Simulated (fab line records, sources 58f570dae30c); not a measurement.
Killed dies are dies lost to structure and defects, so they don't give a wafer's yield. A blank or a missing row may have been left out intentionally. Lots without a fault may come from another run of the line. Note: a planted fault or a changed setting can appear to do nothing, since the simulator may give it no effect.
Check for tools in common || flow berkeley-cmos170 || Lots sampled 14, wafers sampled 48

## WHAT PROMPTED THE OPENING
At UCB170_SDANNEAL_RS_MEAS_04 the reading PLDD_RS is flagged on 2 of 14 lots. No-fault wafers: 1032 ohm/sq, standard deviation 3.3.
Rule: a lot gets a flag if all its wafers with a number sit over 4 standard deviations from that mean, or if no wafer of it has a number. As for the other lots, they are considered sound.

{"lot": "L753", "measured": "day 6 19:20", "on": "film-metro-02", "PLDD_RS (ohm/sq), wafer by wafer": "1036 1036 1036", "flag": ""}
{"lot": "L752", "measured": "day 6 20:15", "on": "film-metro-01", "PLDD_RS (ohm/sq), wafer by wafer": "1031 1028 1032", "flag": ""}
{"lot": "L754", "measured": "day 7 04:35", "on": "film-metro-01", "PLDD_RS (ohm/sq), wafer by wafer": "1029 1030 1030", "flag": ""}
{"lot": "L755", "measured": "day 7 04:55", "on": "film-metro-03", "PLDD_RS (ohm/sq), wafer by wafer": "1029 1030 1029", "flag": ""}
{"lot": "L760", "measured": "day 7 22:05", "on": "film-metro-02", "PLDD_RS (ohm/sq), wafer by wafer": "1033 1033 1033", "flag": ""}
{"lot": "L761", "measured": "day 7 22:40", "on": "film-metro-01", "PLDD_RS (ohm/sq), wafer by wafer": "1033 1032 1028", "flag": ""}
{"lot": "L757", "measured": "day 7 22:59", "on": "film-metro-03", "PLDD_RS (ohm/sq), wafer by wafer": "1010 1011 1009 1008 1010 1009", "flag": "FLAGGED"}
{"lot": "L756", "measured": "day 8 00:01", "on": "film-metro-03", "PLDD_RS (ohm/sq), wafer by wafer": "1032 1029 1032", "flag": ""}
{"lot": "L758", "measured": "day 8 00:14", "on": "film-metro-02", "PLDD_RS (ohm/sq), wafer by wafer": "1016 1015 1013 1014 1013 1015", "flag": "FLAGGED"}
{"lot": "L769", "measured": "day 9 17:17", "on": "film-metro-03", "PLDD_RS (ohm/sq), wafer by wafer": "1032 1035 1033", "flag": ""}
{"lot": "L767", "measured": "day 9 17:40", "on": "film-metro-02", "PLDD_RS (ohm/sq), wafer by wafer": "1036 1035 1038", "flag": ""}
{"lot": "L768", "measured": "day 9 17:53", "on": "film-metro-03", "PLDD_RS (ohm/sq), wafer by wafer": "1035 1034 1034", "flag": ""}
{"lot": "L774", "measured": "day 10 22:32", "on": "film-metro-03", "PLDD_RS (ohm/sq), wafer by wafer": "1030 1032 1028", "flag": ""}
{"lot": "L773", "measured": "day 10 22:40", "on": "film-metro-02", "PLDD_RS (ohm/sq), wafer by wafer": "1032 1032 1035", "flag": ""}
On average the flagged lots' numbers are 1012 ohm/sq, which is -20 ohm/sq against the usual, or -6 standard deviations.

## WHICH TOOL RAN EACH LOT
The record holds 1 process step before the reading, out of a route of 331 steps. Read each cell as the tool, then ch plus the chambers that the sampled wafers visited, then the start.
{"lot": "L753", "flag": "", "UCB170_PLDD_IMPLANT_08": "implanter-01 ch 0, day 6 01:40"}
{"lot": "L752", "flag": "", "UCB170_PLDD_IMPLANT_08": "implanter-04 ch 0, day 6 06:49"}
{"lot": "L754", "flag": "", "UCB170_PLDD_IMPLANT_08": "implanter-03 ch 0, day 6 13:44"}
{"lot": "L755", "flag": "", "UCB170_PLDD_IMPLANT_08": "implanter-01 ch 0, day 6 13:29"}
{"lot": "L760", "flag": "", "UCB170_PLDD_IMPLANT_08": "implanter-01 ch 0, day 7 07:27"}
{"lot": "L761", "flag": "", "UCB170_PLDD_IMPLANT_08": "implanter-04 ch 0, day 7 07:44"}
{"lot": "L757", "flag": "FLAGGED", "UCB170_PLDD_IMPLANT_08": "implanter-01 ch 0, day 7 08:01"}
{"lot": "L756", "flag": "", "UCB170_PLDD_IMPLANT_08": "implanter-04 ch 0, day 7 08:39"}
{"lot": "L758", "flag": "FLAGGED", "UCB170_PLDD_IMPLANT_08": "implanter-01 ch 0, day 7 08:59"}
{"lot": "L769", "flag": "", "UCB170_PLDD_IMPLANT_08": "implanter-03 ch 0, day 9 05:58"}
{"lot": "L767", "flag": "", "UCB170_PLDD_IMPLANT_08": "implanter-04 ch 0, day 9 06:29"}
{"lot": "L768", "flag": "", "UCB170_PLDD_IMPLANT_08": "implanter-03 ch 0, day 9 07:02"}
{"lot": "L774", "flag": "", "UCB170_PLDD_IMPLANT_08": "implanter-04 ch 0, day 10 09:29"}
{"lot": "L773", "flag": "", "UCB170_PLDD_IMPLANT_08": "implanter-03 ch 0, day 10 09:43"}
What these steps do:
- UCB170_PLDD_IMPLANT_08
- UCB170_SDANNEAL_RS_MEAS_04: measures by four-point-probe.

## FLAGGED AGAINST TOTAL, ONE TOOL AT A TIME (gauges that did the reading follow at the end)
{"step": "UCB170_PLDD_IMPLANT_08", "tool": "implanter-01", "lots run": 5, "flagged": 2, "share of the flagged lots": "all", "sound lots run after its first flagged lot": 0}
{"step": "UCB170_PLDD_IMPLANT_08", "tool": "implanter-03", "lots run": 4, "flagged": 0, "share of the flagged lots": "none", "sound lots run after its first flagged lot": "-"}
{"step": "UCB170_PLDD_IMPLANT_08", "tool": "implanter-04", "lots run": 5, "flagged": 0, "share of the flagged lots": "none", "sound lots run after its first flagged lot": "-"}
{"step": "UCB170_SDANNEAL_RS_MEAS_04", "tool": "film-metro-01", "lots run": 3, "flagged": 0, "share of the flagged lots": "none", "sound lots run after its first flagged lot": "-"}
{"step": "UCB170_SDANNEAL_RS_MEAS_04", "tool": "film-metro-02", "lots run": 5, "flagged": 1, "share of the flagged lots": "some", "sound lots run after its first flagged lot": "2 (L767,L773)"}
{"step": "UCB170_SDANNEAL_RS_MEAS_04", "tool": "film-metro-03", "lots run": 6, "flagged": 1, "share of the flagged lots": "some", "sound lots run after its first flagged lot": "4 (L756,L769,L768,L774)"}

## WHAT THE TABLE PERMITS
1 row of the table ran every flagged lot: implanter-01 at UCB170_PLDD_IMPLANT_08.
- implanter-01 at UCB170_PLDD_IMPLANT_08 ran 5 lots, 2 of them flagged. A fault beginning between L760 (day 7 07:27), its last sound lot, and L757 (day 7 08:01), its first flagged one, fits the data. Its own readings (dose-ions-cm2) fall more than 4 standard deviations out on all wafers of the flagged lots.
Just one tool remains: implanter-01 at UCB170_PLDD_IMPLANT_08.

## WHAT HAD BEEN PUT IN BY THE SIMULATOR
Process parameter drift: implanter-01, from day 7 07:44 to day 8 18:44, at UCB170_PLDD_IMPLANT_08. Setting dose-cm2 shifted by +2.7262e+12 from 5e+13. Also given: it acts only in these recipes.
Lots struck among those shown: L757, L758. The rule given above showed the same thing.
